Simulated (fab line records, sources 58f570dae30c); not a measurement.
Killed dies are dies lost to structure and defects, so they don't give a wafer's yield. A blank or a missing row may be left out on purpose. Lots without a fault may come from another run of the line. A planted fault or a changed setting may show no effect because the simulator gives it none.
Which tool did it? | flow berkeley_cmos170 | 14 lots, 42 wafers sampled, at 5 steps of a route of 331

WHAT THE GAUGES READ, wafer by wafer
UCB170_NWELL_THK_MEAS_02.
lot  | measured    | on            | NWELL_OXIDE_THK (nm)
L100 | day 2 11:52 | film_metro-04 | 26.5 26.4 26.2
L101 | day 2 18:03 | film_metro-01 | 27.3 27.3 27.0
L102 | day 2 18:03 | film_metro-03 | 26.3 26.1 26.2
L104 | day 3 02:41 | film_metro-01 | 26.4 26.6 27.0
L106 | day 3 17:38 | film_metro-03 | 26.7 26.3 26.6
L108 | day 4 02:05 | film_metro-01 | 26.9 26.6 27.1
L109 | day 4 08:35 | film_metro-01 | 25.8 26.1 26.5
L110 | day 4 08:35 | film_metro-03 | 26.7 26.5 27.2
L111 | day 4 15:41 | film_metro-04 | 26.7 26.7 26.4
L112 | day 4 15:41 | film_metro-01 | 26.7 26.2 26.2
L114 | day 5 09:15 | film_metro-01 | 26.8 26.4 26.7
L120 | day 6 23:20 | film_metro-04 | 26.7 26.5 26.2
L121 | day 6 23:20 | film_metro-01 | 26.4 26.7 26.6
L122 | day 7 06:30 | film_metro-03 | 26.7 26.6 26.3

UCB170_PLDD_TW_MEAS_11.
lot  | measured     | on            | PLDD_TW
L100 | day 8 04:16  | film_metro-04 | 1005 1011 1015
L101 | day 8 04:43  | film_metro-02 | 1027 1031 1024
L102 | day 8 04:29  | film_metro-04 | 1011 1013 1017
L104 | day 8 19:10  | film_metro-02 | 1030 1031 1025
L106 | day 9 03:10  | film_metro-04 | 1015 1014 1009
L108 | day 9 20:23  | film_metro-04 | 1007 1006 1009
L109 | day 9 20:09  | film_metro-03 | 1009 1009 1007
L110 | day 9 20:40  | film_metro-04 | 1007 1007 1013
L111 | day 10 05:53 | film_metro-04 | 1006 1008 1010
L112 | day 10 06:03 | film_metro-02 | 1031 1032 1025
L114 | day 11 06:36 | film_metro-04 | 1005 1006 1005
L120 | day 12 15:11 | film_metro-04 | 980 982 983
L121 | day 12 16:05 | film_metro-03 | 977 971 976 971 977 973
L122 | day 12 19:42 | film_metro-02 | 1025 1030 1031

UCB170_SDANNEAL_RS_MEAS_04: measures by four-point-probe.
lot  | measured     | on            | PLDD_RS (ohm/sq)
L100 | day 8 17:06  | film_metro-02 | 1033.4 1034.1 1030.4
L101 | day 8 17:30  | film_metro-03 | 1030.7 1035.5 1035.6
L102 | day 8 17:19  | film_metro-04 | 1033.1 1033.7 1030.4
L104 | day 9 11:13  | film_metro-02 | 1026.7 1027.6 1029.5
L106 | day 9 20:40  | film_metro-03 | 1028.1 1029.6 1029.8
L108 | day 10 10:44 | film_metro-02 | 1035.7 1033.2 1035.8
L109 | day 10 09:55 | film_metro-02 | 1027.2 1029.3 1030.2
L110 | day 10 10:23 | film_metro-04 | 1034.4 1032.1 1030.7
L111 | day 10 21:36 | film_metro-03 | 1030.8 1031.4 1032.6
L112 | day 10 21:38 | film_metro-04 | 1031.5 1031.3 1029.4
L114 | day 11 22:31 | film_metro-04 | 1028.8 1029.4 1025.3
L120 | day 13 08:38 | film_metro-03 | 1104.7 1103.9 1108.2 1103.9 1103.6 1106.8
L121 | day 13 10:44 | film_metro-02 | 1104.9 1103.8 1103.3 1104.8 1103.6 1107.4
L122 | day 13 10:42 | film_metro-03 | 1031.3 1032.9 1032.0

UCB170_CONTACT_OVL_MEAS_16.
lot  | measured     | on         | CONTACT_OVL (nm)
L100 | day 8 23:43  | overlay-02 | 2 1 2
L101 | day 9 00:20  | overlay-01 | 9 4 6
L102 | day 8 23:28  | overlay-01 | 5 5 5
L104 | day 9 15:53  | overlay-01 | -5 2 11
L106 | day 10 02:21 | overlay-02 | 8 10 1
L108 | day 10 16:43 | overlay-02 | 1 3 1
L109 | day 10 14:26 | overlay-01 | -1 4 1
L110 | day 10 14:55 | overlay-02 | 8 6 10
L111 | day 11 03:11 | overlay-02 | 3 0 2
L112 | day 11 03:16 | overlay-01 | 19 10 8
L114 | day 12 03:18 | overlay-02 | 7 5 11
L120 | day 13 18:52 | overlay-01 | -4 8 -5
L121 | day 13 21:44 | overlay-01 | 1 0 7
L122 | day 13 16:46 | overlay-02 | -1 -1 1

WHICH TOOL RAN EACH LOT (tool, then ch and the chambers of the sampled wafers, then the start)
lot  | UCB170_PLDD_IMPLANT_09
L100 | implanter-02 ch 0, day 8 04:02
L101 | implanter-03 ch 0, day 8 04:28
L102 | implanter-04 ch 0, day 8 04:14
L104 | implanter-04 ch 0, day 8 18:58
L106 | implanter-04 ch 0, day 9 02:57
L108 | implanter-02 ch 0, day 9 20:08
L109 | implanter-03 ch 0, day 9 19:55
L110 | implanter-04 ch 0, day 9 20:26
L111 | implanter-04 ch 0, day 10 05:39
L112 | implanter-02 ch 0, day 10 05:49
L114 | implanter-03 ch 0, day 11 06:23
L120 | implanter-03 ch 0, day 12 14:56
L121 | implanter-03 ch 0, day 12 15:50
L122 | implanter-04 ch 0, day 12 19:27
- UCB170_PLDD_IMPLANT_09

WHAT THE TOOLS THEMSELVES READ (means of the sampled wafers that have a number; where no wafer has one, the mark that the record gives instead)
UCB170_PLDD_IMPLANT_09.
lot  | tool         | beam_energy_keV | dose_ions_cm2 | faraday_current_uA
L100 | implanter-02 | 10.000          | 5e+13         | 158
L101 | implanter-03 | 10.000          | 5e+13         | 158
L102 | implanter-04 | 9.998           | 5e+13         | 159
L104 | implanter-04 | 10.001          | 5e+13         | 160
L106 | implanter-04 | 9.997           | 5e+13         | 159
L108 | implanter-02 | 9.996           | 5e+13         | 157
L109 | implanter-03 | 10.000          | 5e+13         | 158
L110 | implanter-04 | 10.004          | 5e+13         | 157
L111 | implanter-04 | 10.000          | 5e+13         | 155
L112 | implanter-02 | 9.998           | 5e+13         | 160
L114 | implanter-03 | 10.001          | 5e+13         | 159
L120 | implanter-03 | 10.000          | 4e+13         | 128
L121 | implanter-03 | 9.999           | 4e+13         | 133
L122 | implanter-04 | 10.003          | 5e+13         | 159

THE ANSWER, worked out from the rows above alone
Rule: what is usual is taken from the lots themselves. Put in order of their means at a reading, lots are off if they are a third of the lots or fewer, leave a main group of 4 or more, and stand apart from it by a gap of 3 or more times the standard deviation of the main group's means; of several such gaps the widest counts. A main group whose means are all the same, to the digits that the tables above print for the reading, isn't used. A lot without any number at a reading at which 4 lots or more have one is off too. The other lots that the step has rows for count as sound. The gauges are gone through in route order, then the tools' own readings, and for those a lot's mean is taken as printed above. The first step at which some lot is off is used, and at that step the reading that is off furthest; a lot without a number counts as furthest.
Off: L120, L121, at UCB170_SDANNEAL_RS_MEAS_04 (PLDD_RS). The main group: mean 1031.2 ohm/sq, standard deviation 2.2.
A tool fits if, at a process step before that reading, it ran every lot that is off, and no sound lot after the first of them. The gauges at UCB170_SDANNEAL_RS_MEAS_04 aren't tried: what is off there is off at UCB170_PLDD_IMPLANT_09 too, on other tools, and a gauge's error can't cause that. One fits: implanter-03 at UCB170_PLDD_IMPLANT_09. Its last sound lot is L114 (day 11 06:23), its first lot that is off L120 (day 12 14:56): a fault that began between those two fits.
The tool's own readings at UCB170_PLDD_IMPLANT_09 bear it out: on the lots that are off they differ by more than 5 times the standard deviation of the sound lots' means. dose_ions_cm2 reads 4e+13 there against 5e+13 on the sound lots; faraday_current_uA reads 130 there against 158 on the sound lots.

WHAT THE SIMULATOR HAD PUT IN
Process parameter drift: implanter-03, from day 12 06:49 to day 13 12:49, at UCB170_PLDD_IMPLANT_09. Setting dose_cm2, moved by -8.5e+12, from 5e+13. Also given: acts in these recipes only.
Lots struck among those shown: L120, L121. The rule above found the same.
